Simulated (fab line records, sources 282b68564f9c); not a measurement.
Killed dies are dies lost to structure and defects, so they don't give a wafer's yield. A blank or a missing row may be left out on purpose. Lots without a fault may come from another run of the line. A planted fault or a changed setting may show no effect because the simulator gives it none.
Which tool did it? | flow rit_cmos | 14 lots, 42 wafers sampled, at 2 steps of a route of 202

WHAT THE GAUGES READ, wafer by wafer
RIT_CONTACT_THK_MEAS_01. Usual: CONTACT_TEOS_THK 400 nm, standard deviation 5.9.
lot  | measured    | on            | CONTACT_TEOS_THK (nm) | flag
L703 | day 3 11:49 | film_metro-01 | 394 386 396           |
L704 | day 3 14:34 | film_metro-02 | 407 407 411           |
L705 | day 3 17:56 | film_metro-04 | 396 388 402           |
L706 | day 3 23:14 | film_metro-01 | 399 407 408           |
L707 | day 4 04:26 | film_metro-01 | 394 394 397           |
L708 | day 4 11:16 | film_metro-02 | 398 404 409           |
L709 | day 4 20:22 | film_metro-02 | 399 398 407           |
L710 | day 4 23:16 | film_metro-04 | 398 401 401           |
L711 | day 5 04:13 | film_metro-04 | 401 396 399           |
L718 | day 6 09:41 | film_metro-04 | 400 315 406           | OFF
L721 | day 7 00:44 | film_metro-01 | 325 402 406           | OFF
L722 | day 7 06:20 | film_metro-01 | 397 402 399           |
L723 | day 7 12:25 | film_metro-04 | 389 400 402           |
L725 | day 7 21:12 | film_metro-01 | 393 399 399           |

WHICH TOOL RAN EACH LOT (tool, then ch and the chambers of the sampled wafers, then the start)
lot  | RIT_CONTACT_CVD_00
L703 | pecvd-01 ch 0,1,2, day 3 11:46
L704 | pecvd-03 ch 1,2, day 3 14:30
L705 | pecvd-01 ch 1,2, day 3 17:53
L706 | pecvd-03 ch 0,1,2, day 3 23:10
L707 | pecvd-04 ch 0,2, day 4 04:23
L708 | pecvd-01 ch 0,1,2, day 4 11:11
L709 | pecvd-03 ch 1,2, day 4 20:18
L710 | pecvd-04 ch 1,2, day 4 23:12
L711 | pecvd-01 ch 1,2, day 5 04:10
L718 | pecvd-03 ch 0,1,2, day 6 09:38
L721 | pecvd-03 ch 0,1, day 7 00:40
L722 | pecvd-04 ch 0,1,2, day 7 06:17
L723 | pecvd-01 ch 0,2, day 7 12:22
L725 | pecvd-04 ch 1,2, day 7 21:08
- RIT_CONTACT_CVD_00: deposits SiO2 from TEOS, target thk 400 nm, time 61 s.

WHAT THE TOOLS THEMSELVES READ (means of the sampled wafers that have a number; where no wafer has one, the mark that the record gives instead)
RIT_CONTACT_CVD_00. Usual: heater_power_w 321 W, standard deviation 55.
lot  | tool     | heater_power_w (W) | flag
L703 | pecvd-01 | 304                |
L704 | pecvd-03 | 279                |
L705 | pecvd-01 | 298                |
L706 | pecvd-03 | 310                |
L707 | pecvd-04 | 355                |
L708 | pecvd-01 | 285                |
L709 | pecvd-03 | 262                |
L710 | pecvd-04 | 414                |
L711 | pecvd-01 | 289                |
L718 | pecvd-03 | 295                |
L721 | pecvd-03 | 289                |
L722 | pecvd-04 | 382                |
L723 | pecvd-01 | 285                |
L725 | pecvd-04 | 344                |

THE ANSWER, worked out from the rows above alone
Rule: a lot is off if the mean of its wafers that have a number lies more than 3 standard deviations from the usual mean. A lot without any number at a reading at which 4 lots or more have one is off too. The other lots that the step has rows for count as sound. The gauges are gone through in route order, then the tools' own readings, and for those a lot's mean is taken as printed above. The first step at which some lot is off is used, and at that step the reading that is off furthest; a lot without a number counts as furthest.
Off: L718, L721, at RIT_CONTACT_THK_MEAS_01 (CONTACT_TEOS_THK).
A tool fits if, at a process step before that reading, it ran every lot that is off, and no sound lot after the first of them. The gauges at RIT_CONTACT_THK_MEAS_01 are tried like those tools. One fits: pecvd-03 at RIT_CONTACT_CVD_00. Its last sound lot is L709 (day 4 20:18), its first lot that is off L718 (day 6 09:38): a fault that began between those two fits.

WHAT THE SIMULATOR HAD PUT IN
Process parameter drift: pecvd-03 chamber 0, from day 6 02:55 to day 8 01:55, at RIT_CONTACT_CVD_00. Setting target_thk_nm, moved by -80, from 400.
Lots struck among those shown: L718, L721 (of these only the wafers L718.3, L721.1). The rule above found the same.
